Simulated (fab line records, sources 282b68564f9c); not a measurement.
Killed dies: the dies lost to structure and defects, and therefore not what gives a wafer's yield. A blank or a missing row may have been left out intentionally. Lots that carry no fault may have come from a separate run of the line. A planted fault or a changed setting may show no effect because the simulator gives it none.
The tool behind it: which one? || flow rit_cmos || 21 wafers from 7 lots sampled at 2 of the route's 202 steps

== WHAT THE GAUGES SHOWED, per wafer ==
RIT_M1_RS_MEAS_01: uses a four-point probe to measure.
{"lot": "L210", "measured": "day 3 10:43", "on": "film_metro-03", "M1_AL_RS (ohm/sq)": "0.0735 0.0727 0.0739"}
{"lot": "L212", "measured": "day 3 20:18", "on": "film_metro-04", "M1_AL_RS (ohm/sq)": "0.0739 0.0733 0.0735"}
{"lot": "L217", "measured": "day 4 21:41", "on": "film_metro-03", "M1_AL_RS (ohm/sq)": "0.0586 0.0589 0.0583"}
{"lot": "L223", "measured": "day 6 05:05", "on": "film_metro-01", "M1_AL_RS (ohm/sq)": "0.0736 0.0729 0.0732"}
{"lot": "L227", "measured": "day 6 22:37", "on": "film_metro-01", "M1_AL_RS (ohm/sq)": "0.0737 0.0738 0.0742"}
{"lot": "L229", "measured": "day 7 13:41", "on": "film_metro-04", "M1_AL_RS (ohm/sq)": "0.0735 0.0737 0.0745"}
{"lot": "L232", "measured": "day 8 02:16", "on": "film_metro-04", "M1_AL_RS (ohm/sq)": "0.0737 0.0733 0.0742"}

== TOOL THAT RAN EACH LOT (tool first, then ch and the chambers of the sampled wafers, then the start) ==
{"lot": "L210", "RIT_M1_SPUTTER_00": "pvd_sputter-03, day 3 10:25"}
{"lot": "L212", "RIT_M1_SPUTTER_00": "pvd_sputter-03, day 3 20:01"}
{"lot": "L217", "RIT_M1_SPUTTER_00": "pvd_sputter-01, day 4 21:22"}
{"lot": "L223", "RIT_M1_SPUTTER_00": "pvd_sputter-02, day 6 04:47"}
{"lot": "L227", "RIT_M1_SPUTTER_00": "pvd_sputter-02, day 6 22:19"}
{"lot": "L229", "RIT_M1_SPUTTER_00": "pvd_sputter-02, day 7 13:20"}
{"lot": "L232", "RIT_M1_SPUTTER_00": "pvd_sputter-03, day 8 01:57"}
- RIT_M1_SPUTTER_00: material Al, target thk 400 nm, time 500 s.

== THE ANSWER, worked out from the rows above alone ==
Rule: the usual values come from the lots themselves. Put in order of their means at a reading, lots are off if they are a third of the lots or fewer, leave a main group of 4 or more, and stand apart from it by a gap of 3 or more times the standard deviation of the main group's means; of several such gaps the widest counts. A main group is skipped when, at the precision printed for the reading in the tables above, its means are all equal. A lot without any number at a reading at which 4 lots or more have one is off too. All remaining lots with rows at the step are treated as sound.
Off: L217, at RIT_M1_RS_MEAS_01 (M1_AL_RS). The main group has a mean of 0.0736 ohm/sq with a standard deviation of 0.00025.
A tool fits if, at a process step before that reading, it ran every lot that is off, and no sound lot after the first of them. Gauges at RIT_M1_RS_MEAS_01: tried the same way as those tools. This does not decide it: 2 tools fit, namely pvd_sputter-01 at RIT_M1_SPUTTER_00 and film_metro-03 at RIT_M1_RS_MEAS_01.

== WHAT THE SIMULATOR HAD INSERTED ==
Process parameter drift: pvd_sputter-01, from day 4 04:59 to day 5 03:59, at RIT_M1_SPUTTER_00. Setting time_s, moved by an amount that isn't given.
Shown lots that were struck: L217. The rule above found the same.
